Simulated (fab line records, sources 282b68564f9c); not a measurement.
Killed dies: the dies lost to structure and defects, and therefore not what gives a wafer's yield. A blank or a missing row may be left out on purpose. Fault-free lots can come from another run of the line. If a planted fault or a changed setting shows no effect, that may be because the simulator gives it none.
Which tool did it? || flow rit-cmos || 21 wafers from 7 lots sampled at 2 of the route's 202 steps

WHAT EACH GAUGE READ, for each wafer
RIT_M1_CD_MEAS_90: the cd target is 2600 nm.
{"lot": "L914", "measured": "day 3 13:02", "on": "cd-sem-01", "cd-nm (nm)": "2603.2 2602.6 2601.8"}
{"lot": "L916", "measured": "day 4 00:28", "on": "cd-sem-01", "cd-nm (nm)": "2602.9 2601.7 2600.3"}
{"lot": "L918", "measured": "day 4 08:13", "on": "cd-sem-02", "cd-nm (nm)": "2603.7 2602.9 2603.9"}
{"lot": "L920", "measured": "day 4 17:12", "on": "cd-sem-02", "cd-nm (nm)": "2601.4 2599.9 2601.1"}
{"lot": "L927", "measured": "day 6 05:13", "on": "cd-sem-02", "cd-nm (nm)": "2609.1 2601.7 2610.0"}
{"lot": "L930", "measured": "day 6 21:25", "on": "cd-sem-01", "cd-nm (nm)": "2612.1 2603.2 2609.1"}
{"lot": "L933", "measured": "day 7 13:02", "on": "cd-sem-01", "cd-nm (nm)": "2599.6 2599.5 2597.5"}

WHICH TOOL RAN EACH LOT (tool, then ch and the chambers of the sampled wafers, then the start)
{"lot": "L914", "RIT_M1_METAL_ETCH_12": "rie-metal-03 ch 0,1, day 3 12:31"}
{"lot": "L916", "RIT_M1_METAL_ETCH_12": "rie-metal-04 ch 0,1, day 3 23:55"}
{"lot": "L918", "RIT_M1_METAL_ETCH_12": "rie-metal-01 ch 1, day 4 07:41"}
{"lot": "L920", "RIT_M1_METAL_ETCH_12": "rie-metal-03 ch 0,1, day 4 16:43"}
{"lot": "L927", "RIT_M1_METAL_ETCH_12": "rie-metal-01 ch 0,1, day 6 04:43"}
{"lot": "L930", "RIT_M1_METAL_ETCH_12": "rie-metal-01 ch 0,1, day 6 20:55"}
{"lot": "L933", "RIT_M1_METAL_ETCH_12": "rie-metal-04 ch 0,1, day 7 12:30"}
- RIT_M1_METAL_ETCH_12: etches Al in Cl2/BCl3, stops on SiO2, time 165 s, target depth 600 nm.

THE ANSWER, worked out from the rows above alone
Rule: the usual values come from the lots themselves. Put in order of their means at a reading, lots are off if they are a third of the lots or fewer, leave a main group of 4 or more, and stand apart from it by a gap of 3 or more times the standard deviation of the main group's means; of several such gaps the widest counts. If all means in a main group match to the digits the tables above print for the reading, that group is not used. A lot without any number at a reading at which 4 lots or more have one is off too. Where the step has rows for the other lots, those lots are counted as sound.
No lot is off on any of the readings shown, so nothing can be concluded from this.

WHAT WAS PUT IN BY THE SIMULATOR
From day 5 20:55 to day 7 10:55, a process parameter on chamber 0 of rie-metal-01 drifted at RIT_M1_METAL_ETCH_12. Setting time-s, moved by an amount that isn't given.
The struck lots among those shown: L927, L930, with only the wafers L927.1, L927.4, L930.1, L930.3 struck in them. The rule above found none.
